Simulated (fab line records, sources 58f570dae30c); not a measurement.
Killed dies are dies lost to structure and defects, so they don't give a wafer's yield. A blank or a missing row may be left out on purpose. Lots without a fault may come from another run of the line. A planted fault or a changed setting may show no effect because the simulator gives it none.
Problem report in the 8D (eight disciplines) form, filled by code | flow berkeley_cmos170 | the parts of the form that need people (team, actions taken, sign-off) are left out

1. THE PROBLEM
PLDD_OVL at UCB170_PLDD_OVL_MEAS_07 reads a mean of 323 nm on 9 wafers of 3 lots; wafers without a fault read 4 nm with a standard deviation of 5.8. That is +55 standard deviations from the usual mean.
First seen on wafer L905.1, day 8 13:25, on overlay-01. The record holds 45 wafers of 15 lots with a number at this step. Rule for "out", or "out of limits": more than 4 standard deviations from the usual mean. The other wafers with a number count as sound.

2. WHAT IT IS AND WHAT IT IS NOT
question                    | is                     | is not
which readings at this step | PLDD_OVL               | -
which lots                  | L905, L906, L911       | L895, L897, L899, L900, L901, L902, L903, L904, L907, L912, L915, L918
which wafers of those lots  | all that have a number | -
read on which gauges        | overlay-01, overlay-02 | -
when                        | from day 8 13:25       | up to then (27 sound wafers); but 9 sound wafers of L912, L915, L918 came after

3. SUSPECTS, AND WHAT RULES EACH OUT
Counting: a tool at a process step up to the reading stays a suspect if it ran every lot that is out and no sound lot after the first of them.
- the gauge at UCB170_PLDD_OVL_MEAS_07: ruled out. The wafers that are out were read on 2 gauges (overlay-01, overlay-02).
- krf_scanner-01 at UCB170_PLDD_EXPOSE_03 (exposes mask PSELECT, target cd 1200 nm): kept. It ran every lot that is out, first L905 (day 8 12:44), and no sound lot after that; its last sound lot up to then is L907 (day 8 12:38).
Left after counting: krf_scanner-01 at UCB170_PLDD_EXPOSE_03.

4. THE CAUSE (what the simulator had put in)
Scanner matching overlay: krf_scanner-01, from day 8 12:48 on, at UCB170_PLDD_EXPOSE_03. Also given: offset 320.
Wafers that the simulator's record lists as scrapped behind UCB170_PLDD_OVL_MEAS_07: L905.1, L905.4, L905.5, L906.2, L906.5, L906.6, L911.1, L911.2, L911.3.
Counting left only this tool.

5. THE CHAIN OF EFFECTS, in route order
Each row: a reading whose mean over the struck wafers that have a number lies more than 3 standard deviations from the usual. Only readings for which the record gives a usual standard deviation are gone through. hours: the time from each lot's start at the first step in this table that gives one to its start at this step, as a median over the lots. sigmas: the change in usual standard deviations.
hours | step                    | reading  | usual | on struck wafers | change | sigmas
0     | UCB170_PLDD_OVL_MEAS_07 | PLDD_OVL | 4 nm  | 323              | +319   | +55

6. WHAT WOULD HAVE CAUGHT IT SOONER
In this record the first reading out of limits at a measuring or inspecting step was taken at day 8 13:25, 1 hour after the fault began at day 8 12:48.
Of the lots that are out (3), L911 began UCB170_PLDD_EXPOSE_03 on krf_scanner-01 after day 8 13:25. A hold on the tool at that time would have spared it.
